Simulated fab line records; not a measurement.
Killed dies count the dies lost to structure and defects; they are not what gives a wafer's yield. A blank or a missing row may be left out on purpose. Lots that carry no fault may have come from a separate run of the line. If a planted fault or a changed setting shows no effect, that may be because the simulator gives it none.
Which of the tools did it? | flow berkeley_cmos170 | 42 wafers from 14 lots sampled at 3 of the route's 331 steps

== WHAT EACH GAUGE READ, for each wafer ==
UCB170_M2_CD_MEAS_90: target cd 700 nm. Usual: cd_nm at 699 nm, with a standard deviation of 3.2.
lot  | measured     | on        | cd_nm (nm)  | flag
L374 | day 7 08:59  | cd_sem-02 | 697 699 698 |
L373 | day 7 09:19  | cd_sem-01 | 701 700 703 |
L376 | day 8 00:29  | cd_sem-02 | 705 698 696 |
L375 | day 8 00:52  | cd_sem-02 | 704 700 699 |
L377 | day 8 15:04  | cd_sem-01 | 701 693 696 |
L378 | day 8 15:23  | cd_sem-02 | 699 701 699 |
L379 | day 9 01:23  | cd_sem-02 | 702 705 702 |
L381 | day 9 15:43  | cd_sem-02 | 705 706 708 |
L380 | day 9 15:58  | cd_sem-02 | 692 699 697 |
L382 | day 9 17:49  | cd_sem-01 | 701 699 701 |
L387 | day 10 05:52 | cd_sem-02 | 698 702 701 |
L385 | day 10 13:58 | cd_sem-02 | 698 700 698 |
L390 | day 11 02:38 | cd_sem-02 | 677 680 672 | OFF
L391 | day 11 14:54 | cd_sem-02 | 674 674 673 | OFF

== EACH LOT AND THE TOOL THAT RAN IT (in order: tool; ch and the chambers of the sampled wafers; start) ==
lot  | UCB170_M2_METAL_ETCH_18           | UCB170_M2_STRIP_19
L374 | rie_metal-01 ch 0,1, day 7 08:40  | plasma_asher-01 ch 1, day 7 08:52
L373 | rie_metal-04 ch 0,1, day 7 09:01  | plasma_asher-03 ch 0,1, day 7 09:12
L376 | rie_metal-02 ch 0,1, day 8 00:11  | plasma_asher-01 ch 0,1, day 8 00:23
L375 | rie_metal-04 ch 0,1, day 8 00:34  | plasma_asher-02 ch 1, day 8 00:44
L377 | rie_metal-02 ch 0,1, day 8 14:47  | plasma_asher-03 ch 0,1, day 8 14:58
L378 | rie_metal-01 ch 0,1, day 8 15:06  | plasma_asher-03 ch 0,1, day 8 15:17
L379 | rie_metal-04 ch 0,1, day 9 01:05  | plasma_asher-01 ch 0,1, day 9 01:17
L381 | rie_metal-04 ch 1, day 9 15:26    | plasma_asher-01 ch 1, day 9 15:37
L380 | rie_metal-02 ch 0,1, day 9 15:40  | plasma_asher-02 ch 0,1, day 9 15:52
L382 | rie_metal-01 ch 0,1, day 9 17:31  | plasma_asher-02 ch 0,1, day 9 17:43
L387 | rie_metal-02 ch 0,1, day 10 05:33 | plasma_asher-03 ch 0,1, day 10 05:44
L385 | rie_metal-04 ch 0,1, day 10 13:41 | plasma_asher-01 ch 0,1, day 10 13:52
L390 | rie_metal-02 ch 0,1, day 11 02:20 | plasma_asher-03 ch 0,1, day 11 02:31
L391 | rie_metal-02 ch 1, day 11 14:35   | plasma_asher-01 ch 0,1, day 11 14:47
- UCB170_M2_METAL_ETCH_18: etches Al in Cl2/BCl3, stops on SiO2, target depth 1170 nm, time 195 s.
- UCB170_M2_STRIP_19: strips in O2.

== AS READ BY THE TOOLS THEMSELVES (means over the sampled wafers that have a number; for cases with no such wafer, the mark the record gives instead) ==
UCB170_M2_METAL_ETCH_18. Usual: bcl3_flow_sccm 45.00 sccm, standard deviation 0.13; drypump_motor_current_A 5.5 A, standard deviation 0.5; he_backside_leak_sccm 3.3 sccm, standard deviation 0.38; mfc_cl2_sccm 90.01 sccm, standard deviation 0.26; oes_product_au 0.855 a.u., standard deviation 0.013; throttle_valve_pct 24.32 %, standard deviation 0.1.
lot  | tool         | bcl3_flow_sccm (sccm) | drypump_motor_current_A (A) | he_backside_leak_sccm (sccm) | mfc_cl2_sccm (sccm) | oes_product_au (a.u.) | throttle_valve_pct (%) | flag
L374 | rie_metal-01 | 45.20                 | 6.1                         | 3.4                          | 89.85               | 0.842                 | 24.42                  |
L373 | rie_metal-04 | 44.99                 | 5.6                         | 3.1                          | 90.10               | 0.861                 | 24.41                  |
L376 | rie_metal-02 | 44.91                 | 5.1                         | 3.2                          | 89.87               | 0.860                 | 24.19                  |
L375 | rie_metal-04 | 44.98                 | 5.6                         | 3.3                          | 90.02               | 0.858                 | 24.40                  |
L377 | rie_metal-02 | 44.86                 | 5.1                         | 3.4                          | 90.28               | 0.849                 | 24.21                  |
L378 | rie_metal-01 | 45.00                 | 6.0                         | 3.3                          | 89.66               | 0.838                 | 24.42                  |
L379 | rie_metal-04 | 44.98                 | 5.6                         | 3.2                          | 89.96               | 0.862                 | 24.41                  |
L381 | rie_metal-04 | 45.15                 | 5.5                         | 3.2                          | 89.63               | 0.860                 | 24.44                  |
L380 | rie_metal-02 | 45.06                 | 5.3                         | 3.3                          | 89.86               | 0.847                 | 24.21                  |
L382 | rie_metal-01 | 45.08                 | 6.1                         | 3.3                          | 90.10               | 0.855                 | 24.42                  |
L387 | rie_metal-02 | 45.09                 | 5.3                         | 3.2                          | 90.11               | 0.846                 | 24.21                  |
L385 | rie_metal-04 | 45.00                 | 5.6                         | 3.2                          | 89.97               | 0.864                 | 24.41                  |
L390 | rie_metal-02 | 45.09                 | 5.3                         | 3.3                          | 90.19               | 0.847                 | 24.20                  |
L391 | rie_metal-02 | 45.05                 | 4.8                         | 4.5                          | 90.03               | 0.866                 | 24.17                  | OFF

UCB170_M2_STRIP_19. Usual: drypump_motor_current_A 5.7 A, standard deviation 0.39; oes_product_au 0.547 a.u., standard deviation 0.013.
lot  | tool            | drypump_motor_current_A (A) | oes_product_au (a.u.) | flag
L374 | plasma_asher-01 | 5.2                         | 0.537                 |
L373 | plasma_asher-03 | 5.6                         | 0.535                 |
L376 | plasma_asher-01 | 5.4                         | 0.553                 |
L375 | plasma_asher-02 | 5.8                         | 0.535                 |
L377 | plasma_asher-03 | 5.6                         | 0.552                 |
L378 | plasma_asher-03 | 5.5                         | 0.540                 |
L379 | plasma_asher-01 | 5.3                         | 0.544                 |
L381 | plasma_asher-01 | 5.2                         | 0.516                 |
L380 | plasma_asher-02 | 6.3                         | 0.558                 |
L382 | plasma_asher-02 | 6.0                         | 0.542                 |
L387 | plasma_asher-03 | 5.5                         | 0.552                 |
L385 | plasma_asher-01 | 5.3                         | 0.537                 |
L390 | plasma_asher-03 | 5.6                         | 0.316                 | OFF
L391 | plasma_asher-01 | 5.3                         | 0.313                 | OFF

== THE ANSWER, worked out from the rows above alone ==
Rule: a lot is off if the mean of its wafers that have a number lies more than 3 standard deviations from the usual mean. Also off: a lot with no number at a reading for which 4 or more lots have one. Any other lot the step has rows for is counted as sound. First the gauges in route order, then the tools' own readings, where a lot's mean is used as printed above. The first step at which some lot is off is used, and at that step the reading that is off furthest; a lot without a number counts as furthest.
Off: L390, L391 (UCB170_M2_CD_MEAS_90, cd_nm).
If a tool, at a process step before that reading, ran all the lots that are off and no sound lot after the first of them, it fits. The gauges at UCB170_M2_CD_MEAS_90 aren't tried: what is off there is off at UCB170_M2_STRIP_19 too, on other tools, and a gauge's error can't cause that. One fits: rie_metal-02 at UCB170_M2_METAL_ETCH_18. Its last sound lot is L387 (day 10 05:33), its first lot that is off L390 (day 11 02:20): a fault that began between those two fits.
On the lots that are off, the tool's own readings at UCB170_M2_METAL_ETCH_18 differ by more than 5 times the standard deviation of the sound lots' means, which bears it out; he_backside_leak_sccm reads 3.9 sccm there versus 3.3 sccm on the sound lots.

== WHAT THE SIMULATOR PUT IN ==
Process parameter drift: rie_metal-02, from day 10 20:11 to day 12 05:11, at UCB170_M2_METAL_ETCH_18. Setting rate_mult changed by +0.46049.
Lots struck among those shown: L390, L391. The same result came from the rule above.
